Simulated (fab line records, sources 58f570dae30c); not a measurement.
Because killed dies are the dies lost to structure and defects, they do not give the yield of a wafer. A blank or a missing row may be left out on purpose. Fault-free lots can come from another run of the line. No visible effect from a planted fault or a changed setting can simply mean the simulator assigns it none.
2 desks, one fault -- flow berkeleyCmos170 -- numbers are kept per desk, each desk with only its own; the story behind them comes last

FOR THE TOOL OWNER'S DESK: lithoTrack-01
The tool's own readings at UCB170_ACTIVE_PEB_11, given as means over the sampled wafers that have a number, one for each lot that went through this tool. Any lot whose mean is over 4 standard deviations away from the usual mean is out of limits and marked OUT; that distance is given in the brackets.
Columns: A = heaterPowerTotalW at UCB170_ACTIVE_PEB_11, usual 56.81 W
lot,first seen here,A
L832,day 5 20:41,56.83
L834,day 5 20:59,56.80
L842,day 8 01:52,56.78
L845,day 8 16:29,68.43 (+99 or more) OUT
L847,day 8 16:46,68.39 (+99 or more) OUT
This desk's verdict: out of limits on L845, L847, starting with L845 at day 8 16:29 (heaterPowerTotalW at UCB170_ACTIVE_PEB_11). L832, L834, L842: within limits.

AT THE METROLOGY DESK
Means of the sampled wafers that have a number, per lot and without regard to the tool the lot ran on: this is what the gauges read. Any lot whose mean is over 4 standard deviations away from the usual mean is out of limits and marked OUT; that distance is given in the brackets.
Columns: A = WELLDRIVE_OXIDE_THK at UCB170_WELLDRIVE_THK_MEAS_02, usual 199 nm; B = cdNm at UCB170_ACTIVE_CD_MEAS_13, usual 1200.2 nm; C = cdNm at UCB170_CONTACT_CD_MEAS_90, usual 700.1 nm; D = M3_OVL at UCB170_M3_OVL_MEAS_16, usual -1 nm
lot,first seen here,A,B,C,D
L828,day 4 03:50,204,1200.1,700.1,-2
L830,day 4 10:29,191,1199.3,700.3,1
L832,day 4 21:11,201,1199.4,699.7,-5
L833,day 4 21:11,202,1202.8,697.6,-6
L831,day 4 21:13,197,1200.9,699.6,-7
L834,day 5 03:43,205,1199.2,699.4,5
L836,day 5 14:47,196,1197.6,701.6,-6
L839,day 6 02:20,200,1202.4,701.8,-6
L842,day 7 03:51,203,1200.3,700.1,-4
L845,day 7 17:23,187,1247.6 (+36) OUT,698.6,7
L846,day 7 17:24,195,1198.8,699.9,7
L844,day 7 23:30,189,1200.7,700.1,-6
L847,day 7 23:32,190,1249.5 (+38) OUT,699.5,-3
L848,day 7 23:32,195,1200.2,700.6,-0
This desk's verdict: out of limits on L845, L847, starting with L845 at day 8 16:46 (cdNm at UCB170_ACTIVE_CD_MEAS_13). L828, L830, L832, L833, L831, L834, L836, L839, L842, L846, L844, L848: within limits.

PUT TOGETHER
The tool owner's desk could have raised an alarm at day 8 16:29, on L845, L847.
Metrology desk: alarm possible at day 8 16:46 on L845, L847.
The lots listed all ran UCB170_ACTIVE_PEB_11 on lithoTrack-01.

WHAT HAD BEEN PUT IN BY THE SIMULATOR
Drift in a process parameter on lithoTrack-01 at UCB170_ACTIVE_PEB_11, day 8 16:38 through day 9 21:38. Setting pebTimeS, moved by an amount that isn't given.
Struck lots among those shown: L845, L847.
